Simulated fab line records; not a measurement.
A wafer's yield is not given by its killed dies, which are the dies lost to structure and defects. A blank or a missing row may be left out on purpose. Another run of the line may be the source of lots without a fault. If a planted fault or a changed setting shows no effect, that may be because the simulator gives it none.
Struck lot and sound lot, side by side | flow rit-cmos | 27 steps out of a route of 202
Sound: wafers L870.1, L870.2, L870.6. Wafers struck: L876.2, L876.4, L876.5. The cause is named last.
At each step with rows: each side's tool, then ch and its chambers, then its first start. Under that, the readings that differ: sound wafers | struck wafers | difference of the means | sigmas: that difference in standard deviations of wafers without a fault.
alike: same words and numbers on both sides, and readings whose means sit less than 2 such deviations apart. not compared: any withheld reading, any reading some wafer has no value for, any bound like >300 that may hide the same value, and any number with overlapping values for which the record gives no deviation.
A row with sigmas, a row that says differs or no value, or rows on one side alone: a step with any of these is where the two part. Numbers that have no deviation but don't overlap get no sigmas and don't part them. A reading missing from all wafers of one side parts the sides only when that side holds two or more wafers.

first, 1 step without rows for these wafers: RIT_ACTIVE_OXIDATION_01 (target thk 46.8 nm, ox time 3360 s).
RIT_ACTIVE_THK_MEAS_02:
  sound: film-metro-04 at day 4 15:03; struck: film-metro-04 at day 5 21:04
  alike: ACTIVE_OXIDE_THK
then, 1 step without rows for these wafers: RIT_ACTIVE_CVD_03 (deposits Si3N4 from SiH2Cl2/NH3, target thk 150 nm, time 1500 s).
RIT_ACTIVE_THK_MEAS_04:
  sound: film-metro-01 at day 4 16:32; struck: film-metro-04 at day 5 22:32
  alike: ACTIVE_NITRIDE_THK
then, 6 steps without rows for these wafers: RIT_ACTIVE_HMDS_05 (prime time 60 s); RIT_ACTIVE_COAT_06 (resist thk 1000 nm); RIT_ACTIVE_SOFTBAKE_07 (time 60 s); RIT_ACTIVE_EXPOSE_08 (exposes mask M1, target cd 1400 nm); RIT_ACTIVE_PEB_09; RIT_ACTIVE_DEVELOP_10 (develop time 50 s).
RIT_ACTIVE_CD_MEAS_11: target cd 1400 nm.
  sound: cd-sem-02 at day 4 17:34; struck: cd-sem-02 at day 5 23:28
  alike: cd-nm
then, 1 step without rows for these wafers: RIT_ACTIVE_HARDBAKE_12 (time 60 s).
RIT_ACTIVE_ETCH_13: etches Si3N4 in SF6, stops on SiO2, time 210 s, target depth 210 nm.
  sound on rie-diel-01 ch 0,2,3, day 4 17:50; struck on rie-diel-01 ch 1,3, day 5 23:43
  reading                                       | sound             | struck            | difference | sigmas
  run-length-s (s)                              | 238.3 237.7 239.5 | 245.8 245.1 244.8 | +6.7       | +14
  model.SiO2_of_ACTIVE_OXIDATION_01.thk-nm (nm) | 45.9 45.37 46.08  | 43.77 43.68 44.21 | -1.90      |
  alike: SF6_flow_sccm, drypump-motor-current-A, oes-product-au, throttle-valve-pct
  not compared: rf-hours-counter-h
RIT_ACTIVE_STRIP_14: strips in O2, time 180 s.
  sound on plasma-asher-01 ch 0,1, day 4 17:58; struck on plasma-asher-03 ch 0, day 5 23:50
  reading                     | sound       | struck      | difference | sigmas
  drypump-motor-current-A (A) | 5.2 5.2 5.2 | 6.7 6.7 6.7 | +1.5       | +2
  not compared: rf-hours-counter-h
RIT_ACTIVE_CD_MEAS_90: target cd 1400 nm.
  sound: cd-sem-02 at day 4 18:08; struck: cd-sem-02 at day 6 00:02
  alike: cd-nm
then, 4 steps without rows for these wafers: RIT_ACTIVE_CLEAN_15 (cleans in SC1, time 600 s); RIT_ACTIVE_CLEAN_16 (cleans in dHF, time 30 s); RIT_ACTIVE_CLEAN_17 (cleans in SC2, time 600 s); RIT_FOX1_OXIDATION_00 (target thk 350.7 nm, ox time 1130 s).
RIT_FOX1_THK_MEAS_01:
  sound: film-metro-02 at day 4 19:56; struck: film-metro-02 at day 6 01:50
  alike: FOX1_OXIDE_THK
then, 2 steps without rows for these wafers: RIT_FOX1_WET_ETCH_02 (etches SiO2 in BOE, target depth 350 nm, time 390 s); RIT_FOX2_OXIDATION_00 (target thk 350.7 nm, ox time 1130 s).
RIT_FOX2_THK_MEAS_01:
  sound: film-metro-02 at day 4 21:26; struck: film-metro-02 at day 6 03:19
  alike: FOX2_OXIDE_THK
then, 1 step without rows for these wafers: RIT_FOX2_CLEAN_02 (cleans in dHF, time 180 s).
RIT_FOX2_WET_ETCH_03: etches Si3N4 in H3PO4, target depth 195 nm, time 2700 s.
  sound on wet-bench-04 ch 1, day 4 21:34; struck on wet-bench-02 ch 1, day 6 03:26
  reading                                       | sound            | struck            | difference | sigmas
  model.SiO2_of_ACTIVE_OXIDATION_01.thk-nm (nm) | 40.78 40.3 40.91 | 38.76 38.69 39.14 | -1.80      |
  alike: run-length-s
RIT_FOX2_THK_MEAS_90:
  sound: film-metro-03 at day 4 22:19; struck: film-metro-02 at day 6 04:12
  alike: FIELD_OXIDE_LEFT_1_THK
RIT_M1_PROBE_99:
  sound: prober-02 at day 6 11:09; struck: prober-02 at day 7 18:47
  alike: killed-at-contacts, killed-at-front-end, killed-dies, killed-open, killed-short

== WHERE THEY PART ==
First at RIT_ACTIVE_ETCH_13; last, within this record, at RIT_ACTIVE_STRIP_14. Later steps at which nothing parts them and some readings are alike: RIT_ACTIVE_CD_MEAS_90, RIT_FOX1_THK_MEAS_01, RIT_FOX2_THK_MEAS_01, RIT_FOX2_WET_ETCH_03, RIT_FOX2_THK_MEAS_90, RIT_M1_PROBE_99.

WHY: the cause the simulator had injected
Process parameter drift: rie-diel-01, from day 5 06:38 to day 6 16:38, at RIT_ACTIVE_ETCH_13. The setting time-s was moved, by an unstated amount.
